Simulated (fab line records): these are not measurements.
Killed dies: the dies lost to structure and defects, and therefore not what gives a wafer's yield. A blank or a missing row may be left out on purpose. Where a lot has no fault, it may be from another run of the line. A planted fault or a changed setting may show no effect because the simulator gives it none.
Problem report, 8D (eight disciplines) form, completed by code | flow berkeleyCmos170 | the parts of the form that need people (team, actions taken, sign-off) are left out

1. WHAT WENT WRONG
Mean of beamEnergyKeV at UCB170_NVT_IMPLANT_07: 51.660 across 6 wafers in 2 lots; on wafers with no fault it is 49.997 (standard deviation 0.016). So: +99 or more standard deviations from the usual mean.
First seen on wafer L758.3, day 9 10:07, on implanter-02. The record has a number at this step for 18 wafers belonging to 6 lots. Rule for "out", or "out of limits": more than 4 standard deviations from the usual mean. All remaining wafers that have a number are taken as sound.

2. WHAT IT IS; WHAT IT IS NOT
question                    | is                     | is not
which readings at this step | beamEnergyKeV          | -
which lots                  | L758, L761             | L747, L762, L763, L765
which wafers of those lots  | all that have a number | -
read on which tools         | implanter-02           | implanter-03, implanter-04
when                        | from day 9 10:07       | up to then (3 sound wafers); but 9 sound wafers of L762, L763, L765 came after

3. SUSPECTS, AND WHAT RULES EACH OUT
Counting: a tool at any process step up to the reading remains a suspect when it ran all the lots that are out and ran no sound lot after the first of those.
- implanter-02 at UCB170_NVT_IMPLANT_07: kept. It ran every lot that is out, first L758 (day 9 10:07), and no sound lot after that; its last sound lot up to then is L747 (day 7 14:32). Its own beamEnergyKeV readings are out on those wafers.
After counting, what remains is implanter-02 at UCB170_NVT_IMPLANT_07.

4. THE CAUSE (what the simulator had put in)
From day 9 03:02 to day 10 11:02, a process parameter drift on implanter-02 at UCB170_NVT_IMPLANT_07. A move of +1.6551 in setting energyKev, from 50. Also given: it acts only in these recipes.
This tool alone remained once counting was done.

5. THE EFFECT CHAIN, in route order
Each row: a reading whose mean over the struck wafers that have a number lies more than 3 standard deviations from the usual. Only readings whose record carries a usual standard deviation are examined. hours: median over the lots of the time between each lot's start at the first step of this table that gives one and its start at this step. sigmas: the change, counted in usual standard deviations.
hours | step                  | reading       | usual  | on struck wafers | change | sigmas
0     | UCB170_NVT_IMPLANT_07 | beamEnergyKeV | 49.997 | 51.660           | +1.663 | +99 or more
Here are the process steps it includes:
- UCB170_NVT_IMPLANT_07

6. WHAT WOULD HAVE CAUGHT IT SOONER
First out-of-limits reading in this record: day 9 10:07, which is 7 hours after fault onset at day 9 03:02.
